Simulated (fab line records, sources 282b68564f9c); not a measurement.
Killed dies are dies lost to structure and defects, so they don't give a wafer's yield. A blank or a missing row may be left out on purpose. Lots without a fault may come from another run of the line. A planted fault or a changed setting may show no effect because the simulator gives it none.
fab line records | flow rit_cmos
record lots=6 wafers=18 last_day=6
route steps=202 shown ACTIVE@1 M1@202
lots that met no fault: from a run of the same line without faults
start_h: hours from the record's first day to the start of the lot's first wafer shown | wait_h: hours since the lot's step before | " the same as in the row above | L1.1+2: a row that stands for several wafers | - no value, or no start given | * or withheld: withheld | < > ~ a bound
route shown NAME@n: a module of which the file shows steps, and the number in the route of the first | usual: mean/standard deviation of fault-free wafers | same: alike in all rows | chamber/n: place in a boat | sites: the reading at each site | _std_site: their standard deviation | _edge_site: outer sites' mean less inner sites' | radius_mm: how far each site lies from the wafer's centre | mask NAME#n: copy n | behind: the tool/chamber that last shaped the wafer | hold: why the lot was held/for how many hours/how that ended | device: the transistor (n, p or np) that didn't switch | end of line: the same wafers' tests at the end of the route | a step without rows: its recipe alone | killed: dies lost to structure and defects at the first sort, not the wafer's yield | map: a wafer's dies, x killed, . not, _ none there
set.NAME: the setting as run; set.NAME@STEP: as run at that earlier step | model.NAME: the simulator's own value behind a step, which no gauge read
lots at some steps of the route; a table a step, a row a wafer
services: from which hour (start_h, from the record's first day; less than 0 if before it) a tool's chamber was out of use, for how many hours, and why
## steps
# step RIT_ACTIVE_BOW_MEAS_00
# recipe mode=bow
# usual INCOMING_BOW=0/7
# columns lot.wafer tool chamber start_h wait_h INCOMING_BOW[um]
L132.1 film_metro-02 - 10.00 - 13
L132.2 " - " " -3
L132.3 " - " " 0
L136.3 film_metro-03 - 30.04 - 5
L136.5 " - " " 13
L136.6 " - " " 1
L140.1 film_metro-03 - 50.00 - -10
L140.3 " - " " -12
L140.5 " - " " 3
L142.1 film_metro-01 - 60.00 - -7
L142.5 " - " " 2
L142.6 " - " " -7
L145.1 film_metro-01 - 75.00 - 1
L145.4 " - " " 8
L145.5 " - " " 2
L146.2 film_metro-03 - 80.02 - -10
L146.5 " - " " -8
L146.6 " - " " -5
# step RIT_ACTIVE_OXIDATION_01
# recipe temp_c=1000 ambient=O2 target_thk_a=468 ox_time_s=3360
# step RIT_ACTIVE_THK_MEAS_02
# recipe reads=SiO2_of_ACTIVE_OXIDATION_01
# usual ACTIVE_OXIDE_THK=46.6/0.76
# columns lot.wafer tool chamber start_h wait_h ACTIVE_OXIDE_THK[nm]
L132.1 film_metro-02 - 12.23 0.0 47.1
L132.2 " - " " 46.8
L132.3 " - " " 47.7
L136.3 film_metro-03 - 32.07 0.0 46.9
L136.5 " - " " 46.9
L136.6 " - " " 47.7
L140.1 film_metro-02 - 54.78 0.0 47.4
L140.3 " - " " 47.3
L140.5 " - " " 47.0
L142.1 film_metro-02 - 63.34 0.0 47.4
L142.5 " - " " 48.0
L142.6 " - " " 46.9
L145.1 film_metro-02 - 79.09 0.0 46.4
L145.4 " - " " 47.3
L145.5 " - " " 47.0
L146.2 film_metro-02 - 82.06 0.0 47.1
L146.5 " - " " 47.2
L146.6 " - " " 46.9
# step RIT_ACTIVE_CVD_03
# recipe material=Si3N4 target_thk_nm=150 temp_c=810 precursor=SiH2Cl2/NH3 time_s=1500 pressure_mtorr=300 sih2cl2_flow_sccm=60 nh3_flow_sccm=150
# usual susceptor_temp_C=810.0/0.37
# columns lot.wafer tool chamber start_h wait_h susceptor_temp_C
L132.1 lpcvd-01 0 12.29 0.1 810.2
L132.2 " 0 " " 810.0
L132.3 " 0 " " 809.8
L136.3 lpcvd-02 1 32.11 0.0 810.2
L136.5 " 1 " " 809.6
L136.6 " 1 " " 810.1
L140.1 lpcvd-02 0 54.84 0.1 809.7
L140.3 " 0 " " 809.6
L140.5 " 0 " " 809.8
L142.1 lpcvd-01 1 63.40 0.1 809.9
L142.5 " 1 " " 810.1
L142.6 " 1 " " 809.9
L145.1 lpcvd-01 0 79.15 0.1 809.9
L145.4 " 0 " " 809.8
L145.5 " 0 " " 810.1
L146.2 lpcvd-02 1 82.11 0.0 809.9
L146.5 " 1 " " 810.2
L146.6 " 1 " " 809.9
# step RIT_ACTIVE_THK_MEAS_04
# recipe reads=Si3N4_of_ACTIVE_CVD_03
# usual ACTIVE_NITRIDE_THK=149.9/1.5
# columns lot.wafer tool chamber start_h wait_h hold ACTIVE_NITRIDE_THK[nm]
L132.1 film_metro-03 - 13.70 0.0 - 150.4
L132.2 " - " " - 149.8
L132.3 " - " " - 150.4
L136.3 film_metro-03 - 33.55 0.0 - 149.3
L136.5 " - " " - 150.0
L136.6 " - " " - 150.4
L140.1 film_metro-01 - 56.26 0.0 - 151.3
L140.3 " - " " - 151.3
L140.5 " - " " - 152.1
L142.1 film_metro-02 - 64.82 0.0 await_dispo/0.2h/release 133.1
L142.5 " - " " await_dispo/0.2h/release 133.2
L142.6 " - " " await_dispo/0.2h/release 132.7
L142.1 film_metro-02 - 65.15 0.3 - 133.2
L142.5 " - " " - 133.2
L142.6 " - " " - 132.7
L145.1 film_metro-03 - 80.56 0.0 await_dispo/0.2h/release 134.1
L145.4 " - " " await_dispo/0.2h/release 133.6
L145.5 " - " " await_dispo/0.2h/release 134.6
L145.1 film_metro-03 - 80.79 0.2 - 134.0
L145.4 " - " " - 133.6
L145.5 " - " " - 134.6
L146.2 film_metro-03 - 84.25 0.0 - 148.2
L146.5 " - " " - 148.6
L146.6 " - " " - 147.5
# step RIT_ACTIVE_COAT_06
# recipe resist=NOVOLAK spin_rpm=3250 resist_thk_nm=1000
# step RIT_ACTIVE_SOFTBAKE_07
# recipe resist=NOVOLAK temp_c=90 time_s=60
# step RIT_ACTIVE_EXPOSE_08
# recipe mask_id=M1 na=0.6 source_shape=conventional sigma_outer=0.6 target_cd_nm=1400 dose_mj=225
# step RIT_ACTIVE_PEB_09
# recipe resist=NOVOLAK temp_c=withheld time_s=withheld
# step RIT_ACTIVE_DEVELOP_10
# recipe resist=NOVOLAK develop_time_s=50 dev_temp_c=23
# step RIT_ACTIVE_CD_MEAS_11
# recipe target_cd_nm=1400
# usual cd_nm=1401.2/2.2
# columns lot.wafer tool chamber start_h wait_h cd_nm
L132.1 cd_sem-02 - 14.61 - 1396.6
L132.2 " - " " 1397.7
L132.3 " - " " 1397.6
L136.3 cd_sem-02 - 34.48 - 1399.9
L136.5 " - " " 1400.3
L136.6 " - " " 1398.7
L140.1 cd_sem-02 - 57.30 - 1402.7
L140.3 " - " " 1402.6
L140.5 " - " " 1401.9
L142.1 cd_sem-02 - 69.68 - 1400.3
L142.5 " - " " 1401.6
L142.6 " - " " 1399.0
L145.1 cd_sem-01 - 83.42 - 1400.3
L145.4 " - " " 1399.9
L145.5 " - " " 1401.4
L146.2 cd_sem-01 - 85.29 - 1398.1
L146.5 " - " " 1398.7
L146.6 " - " " 1397.3
# step RIT_ACTIVE_HARDBAKE_12
# recipe resist=NOVOLAK temp_c=140 time_s=60
# step RIT_ACTIVE_ETCH_13
# recipe stop_on=SiO2 chemistry=SF6 target=Si3N4 time_s=210 over_etch_frac=0.4 SF6_flow_sccm=200 pressure_mtorr=260 rf_w=125 target_depth_a=2100
# usual drypump_motor_current_A=5.6/0.55 oes_product_au=0.823/0.014 throttle_valve_pct=7.46/0.11
# columns lot.wafer tool chamber start_h wait_h drypump_motor_current_A oes_product_au rf_hours_counter_h throttle_valve_pct
L132.1 rie_diel-04 0 14.88 0.1 5.7 0.803 39 7.51
L132.2 " 3 " " 5.9 0.834 35 7.50
L132.3 " 1 " " 4.8 0.831 133 7.39
L136.3 rie_diel-04 3 34.71 0.1 5.9 0.826 35 7.49
L136.5 " 2 " " 6.5 0.823 - 7.46
L136.6 " 1 " " 4.8 0.821 - 7.38
L140.1 rie_diel-02 3 57.57 0.1 6.0 0.855 94 7.62
L140.3 " 0 " " 5.2 0.839 52 7.33
L140.5 " 0 " " 5.2 0.843 - 7.35
L142.1 rie_diel-04 3 70.02 0.1 5.9 0.784 36 7.52
L142.5 " 3 " " 5.9 0.773 - 7.49
L142.6 " 0 " " 5.7 0.754 - 7.51
L145.1 rie_diel-02 1 83.76 0.1 5.8 0.761 53 7.54
L145.4 " 3 " " 6.0 0.799 95 7.61
L145.5 " 1 " " 5.8 0.765 - 7.53
L146.2 rie_diel-02 1 85.73 0.1 5.8 0.799 53 7.54
L146.5 " 2 " " 5.0 0.822 - 7.36
L146.6 " 1 " " 5.8 0.799 - 7.55
# step RIT_ACTIVE_STRIP_14
# recipe chemistry=O2 time_s=180 resist=NOVOLAK platen_temp_c=withheld power_w=500 pressure_mtorr=4000 o2_flow_sccm=4000
# usual drypump_motor_current_A=5.5/0.57
# columns lot.wafer tool chamber start_h wait_h drypump_motor_current_A rf_hours_counter_h
L132.1 plasma_asher-03 0 15.02 0.1 5.8 40
L132.2 " 1 " " 5.4 40
L132.3 " 1 " " 5.4 -
L136.3 plasma_asher-03 1 34.90 0.1 5.4 -
L136.5 " 0 " " 5.8 -
L136.6 " 1 " " 5.4 -
L140.1 plasma_asher-03 0 57.70 0.1 5.8 47
L140.3 " 0 " " 5.8 -
L140.5 " 1 " " 5.4 -
L142.1 plasma_asher-02 0 70.15 0.1 6.5 23
L142.5 " 0 " " 6.5 -
L142.6 " 1 " " 5.0 -
L145.1 plasma_asher-02 1 84.17 0.3 5.0 25
L145.4 " 0 " " 6.5 -
L145.5 " 1 " " 5.0 -
L146.2 plasma_asher-02 0 85.86 0.1 6.5 25
L146.5 " 0 " " 6.5 -
L146.6 " 1 " " 5.0 -
# step RIT_M1_PROBE_99
# usual killed_at_front_end=6.6/3 killed_dies=6.6/3 killed_open=3.4/2 killed_short=3.2/2
# same gross_dies=264 killed_at_M0_to_M3=0 killed_at_M4_up=0 killed_at_back_side=0 killed_at_contacts=0 killed_at_other=0
# columns lot.wafer tool chamber start_h wait_h killed_at_front_end killed_dies killed_open killed_short
L140.1 prober-01 - 105.37 0.1 6 6 3 3
L140.3 prober-01 - 105.47 0.2 7 7 6 1
L140.5 prober-01 - 105.57 0.2 4 4 2 2
L142.1 prober-01 - 120.44 0.1 5 5 1 4
L142.5 prober-01 - 120.64 0.2 5 5 2 3
L142.6 prober-01 - 120.69 0.2 2 2 0 2
L145.1 prober-01 - 132.50 0.1 7 7 4 3
L145.4 prober-01 - 132.65 0.2 7 7 6 1
L145.5 prober-01 - 132.70 0.2 6 6 5 1
# killed by level:class
L140.1 FOX1:geometric_particle:open=1 GATE:geometric_particle:open=1 GATE:geometric_particle:short=1 REOX:geometric_particle:short=1 SPACER:geometric_particle:open=1 SILICIDE:geometric_particle:short=1
L140.3 FOX1:geometric_particle:open=2 REOX:geometric_particle:open=2 GATE:geometric_particle:open=1 SPACER:geometric_particle:open=1 SILICIDE:geometric_particle:short=1
L140.5 FOX2:geometric_particle:open=2 FOX1:geometric_particle:short=1 GATE:geometric_particle:short=1
L142.1 FOX1:geometric_particle:short=1 FOX1:geometric_particle:open=1 FOX2:geometric_particle:short=1 GATE:geometric_particle:short=1 REOX:geometric_particle:short=1
L142.5 GATE:geometric_particle:open=2 FOX2:geometric_particle:short=1 GATE:geometric_particle:short=1 REOX:geometric_particle:short=1
L142.6 FOX1:geometric_particle:short=1 GATE:geometric_particle:short=1
L145.1 GATE:geometric_particle:short=2 FOX1:geometric_particle:open=1 GATE:geometric_particle:open=1 REOX:geometric_particle:short=1 REOX:geometric_particle:open=1 SILICIDE:geometric_particle:open=1
L145.4 GATE:geometric_particle:open=2 REOX:geometric_particle:open=2 FOX1:geometric_particle:open=1 SILICIDE:geometric_particle:open=1 SILICIDE:geometric_particle:short=1
L145.5 FOX1:geometric_particle:open=2 SPACER:geometric_particle:open=2 SILICIDE:geometric_particle:short=1 SILICIDE:geometric_particle:open=1
## services
# columns tool chamber start_h hours kind
rie_diel-04 - -8.84 17.2 repair
lpcvd-02 - -5.99 2.8 pm
rie_diel-02 3 -0.68 2.8 repair
rie_diel-04 2 8.36 - clean
rie_diel-04 2 8.36 23.7 scheduled_down
rie_diel-04 2 8.36 23.7 vent_cycle
plasma_asher-03 - 27.69 0.9 repair
lpcvd-02 - 35.00 14.6 pm
rie_diel-04 1 54.60 8.1 repair
rie_diel-02 3 60.54 7.6 repair
rie_diel-04 2 71.74 8.0 repair
rie_diel-04 2 81.53 3.8 repair
## key
first_sign step=RIT_ACTIVE_THK_MEAS_04 reading=visit direction=added
effect step=RIT_ACTIVE_THK_MEAS_04 reading=ACTIVE_NITRIDE_THK direction=down sigmas=11 usual=149.9 struck=133.6
effect step=RIT_ACTIVE_ETCH_13 reading=oes_product_au direction=down sigmas=3.6 usual=0.823 struck=0.773
met_at RIT_ACTIVE_CVD_03
struck_wafers L142.1,L142.5,L142.6,L145.1,L145.4,L145.5
tester_left_out L142,L145
onset_between 12.29 63.40
fault kind=site_profile_drift tool=lpcvd-01 chamber=- onset_h=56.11 steps=RIT_ACTIVE_CVD_03 basis=fraction max_abs_drift=0.23727 slope_share_per_hr=118.64 site_pattern=0,0,0,0,0,-1,-1,-1,-1
# tester_left_out: of these lots the tester's yield and bins aren't shown, on N5 and GAA mostly nor the transistor test; their killed dies are dies lost to structure and defects alone, not to doping, threshold or leakage, so they don't give the yield
